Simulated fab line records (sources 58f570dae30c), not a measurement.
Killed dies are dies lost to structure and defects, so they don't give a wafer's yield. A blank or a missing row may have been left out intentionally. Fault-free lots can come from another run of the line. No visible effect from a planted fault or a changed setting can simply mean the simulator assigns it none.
Split-lot study | flow berkeleyCmos170 | route with 331 steps; 5 lots, 23 wafers read

ABOUT THE SPLIT
At UCB170_NVT_IMPLANT_07, the setting energyKev was moved away from the recipe's 50 on 9 of the 23 wafers read, by -4.6% to +5.5%. This setting was run at the recipe's value on the other wafers.

The reading is taken at the split's own step.

THE READING
The simulator's own value implant.drpNm, read by no gauge, in nm at UCB170_NVT_IMPLANT_07. There is no usual value for it anywhere in the file.

wafer  | tool, chamber at the split | energyKev as run | against the recipe | implant.drpNm, nm | against lot-mates on the recipe
L078.1 | implanter-04, 0            | 50               | recipe             | 18.57             | -
L078.2 | implanter-04, 0            | 50               | recipe             | 18.57             | -
L078.3 | implanter-04, 0            | 50               | recipe             | 18.57             | -
L078.5 | implanter-04, 0            | 52.75            | +5.5%              | 19.3              | +0.73
L078.6 | implanter-04, 0            | 52.75            | +5.5%              | 19.3              | +0.73
L075.1 | implanter-01, 0            | 49.22            | -1.6%              | 18.36             | -0.21
L075.5 | implanter-01, 0            | 49.22            | -1.6%              | 18.36             | -0.21
L075.2 | implanter-01, 0            | 50               | recipe             | 18.57             | -
L075.4 | implanter-01, 0            | 50               | recipe             | 18.57             | -
L075.6 | implanter-01, 0            | 50               | recipe             | 18.57             | -
L080.1 | implanter-01, 0            | 50               | recipe             | 18.57             | -
L080.3 | implanter-01, 0            | 50               | recipe             | 18.57             | -
L080.6 | implanter-01, 0            | 50               | recipe             | 18.57             | -
L081.1 | implanter-04, 0            | 47.71            | -4.6%              | 17.96             | -0.61
L081.4 | implanter-04, 0            | 47.71            | -4.6%              | 17.96             | -0.61
L081.2 | implanter-04, 0            | 50               | recipe             | 18.57             | -
L081.3 | implanter-04, 0            | 50               | recipe             | 18.57             | -
L081.5 | implanter-04, 0            | 50               | recipe             | 18.57             | -
L083.1 | implanter-04, 0            | 49.01            | -2.0%              | 18.3              | -0.27
L083.3 | implanter-04, 0            | 49.01            | -2.0%              | 18.3              | -0.27
L083.4 | implanter-04, 0            | 49.01            | -2.0%              | 18.3              | -0.27
L083.2 | implanter-04, 0            | 50               | recipe             | 18.57             | -
L083.5 | implanter-04, 0            | 50               | recipe             | 18.57             | -

THE FIT
A straight line over all 23 wafers: implant.drpNm changes by +0.133 nm for each +1% of energyKev; r = +1.00; the points scatter about the line by 0.0022 nm.
The same after taking each lot's own level away (the mean of its wafers on the recipe; 23 wafers): +0.133 nm for each +1%; r = +1.00; scatter 0.0022 nm.
According to that fit, moving energyKev by its largest amount changes the reading by 0.73 nm.
The lots' own levels span 18.570 to 18.570 nm.
Hence the lot-to-lot level has little effect on the slope; both slopes agree.
Check: +0.733 nm against its lot-mates is what the line predicts for one of the wafers moved furthest among these (+5.5%) when that wafer is left out of the fit. Against them it came out at +0.73 nm.

OTHER SPLITS ON THESE WAFERS
Note: prior to the reading, these wafers also went through further splits. Each is held against what the fit with the lots' levels taken away leaves over:
other split on the same wafers     | wafers away from the commonest value | r with implant.drpNm (lot level and that fit taken away)
UCB170_NWELL_IMPLANT_14 energyKev  | 8                                    | +0.35
UCB170_PWELL_IMPLANT_15 energyKev  | 9                                    | -0.15
UCB170_ACTIVE_CVD_05 pressureMtorr | 18                                   | +0.05
UCB170_ACTIVE_PEB_11 pebTempC      | 6                                    | -0.16

THE WHOLE CHAIN: every reading that the file lists as answering this split, in the file's order
step                  | what it does | reading                                                        | change (the file's fit)               | r (the file's)
UCB170_NVT_IMPLANT_07 |              | implant.rpNm (the simulator's own value, which no gauge read)  | +0.363 nm for each +1% of the setting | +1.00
UCB170_NVT_IMPLANT_07 |              | implant.drpNm (the simulator's own value, which no gauge read) | +0.134 nm for each +1% of the setting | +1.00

FILE'S OWN FIT
implant.drpNm changes by +0.134 nm for each +1% of energyKev, r = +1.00.
